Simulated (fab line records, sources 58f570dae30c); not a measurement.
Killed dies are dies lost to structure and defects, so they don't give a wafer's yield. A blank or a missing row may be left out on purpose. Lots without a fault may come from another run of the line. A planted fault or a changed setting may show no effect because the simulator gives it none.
Which tool did it? | flow berkeley_cmos170 | 9 lots, 27 wafers sampled, at 2 steps of a route of 331

WHAT THE GAUGES READ, wafer by wafer
UCB170_PWELL_THK_MEAS_06.
lot  | measured    | on            | PWELL_NITRIDE_THK (nm)
L856 | day 3 01:37 | film_metro-04 | 224.6 223.5 224.1
L857 | day 3 01:37 | film_metro-02 | 222.8 223.4 222.1
L858 | day 3 11:08 | film_metro-02 | 223.8 222.6 222.7
L867 | day 5 10:01 | film_metro-04 | 161.0 161.4 161.3
L868 | day 5 10:01 | film_metro-02 | 160.5 158.0 159.1
L869 | day 5 17:59 | film_metro-04 | 220.4 221.2 219.9
L870 | day 5 17:59 | film_metro-01 | 217.3 220.6 218.7
L872 | day 6 11:17 | film_metro-01 | 220.0 220.6 217.7
L878 | day 7 19:46 | film_metro-01 | 218.7 221.3 219.0

WHICH TOOL RAN EACH LOT (tool, then ch and the chambers of the sampled wafers, then the start)
lot  | UCB170_PWELL_CVD_05
L856 | lpcvd-01 ch 0, day 2 23:41
L857 | lpcvd-01 ch 0, day 2 23:41
L858 | lpcvd-01 ch 0, day 3 08:15
L867 | lpcvd-01 ch 0, day 5 08:05
L868 | lpcvd-01 ch 0, day 5 08:05
L869 | lpcvd-02 ch 1, day 5 16:04
L870 | lpcvd-02 ch 1, day 5 16:04
L872 | lpcvd-02 ch 1, day 6 09:23
L878 | lpcvd-02 ch 1, day 7 16:53
- UCB170_PWELL_CVD_05: deposits Si3N4 from SiH2Cl2/NH3, target thk 220 nm, time 3300 s.

THE ANSWER, worked out from the rows above alone
Rule: what is usual is taken from the lots themselves. Put in order of their means at a reading, lots are off if they are a third of the lots or fewer, leave a main group of 4 or more, and stand apart from it by a gap of 3 or more times the standard deviation of the main group's means; of several such gaps the widest counts. A main group whose means are all the same, to the digits that the tables above print for the reading, isn't used. A lot without any number at a reading at which 4 lots or more have one is off too. The other lots that the step has rows for count as sound.
Off: L867, L868, at UCB170_PWELL_THK_MEAS_06 (PWELL_NITRIDE_THK). The main group: mean 221.2 nm, standard deviation 1.9.
A tool fits if, at a process step before that reading, it ran every lot that is off, and no sound lot after the first of them. The gauges at UCB170_PWELL_THK_MEAS_06 are tried like those tools. One fits: lpcvd-01 at UCB170_PWELL_CVD_05. Its last sound lot is L858 (day 3 08:15), its first lot that is off L867 (day 5 08:05): a fault that began between those two fits.

WHAT THE SIMULATOR HAD PUT IN
Process parameter drift: lpcvd-01, from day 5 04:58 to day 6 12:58, at UCB170_PWELL_CVD_05. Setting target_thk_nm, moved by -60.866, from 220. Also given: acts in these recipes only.
Lots struck among those shown: L867, L868. The rule above found the same.
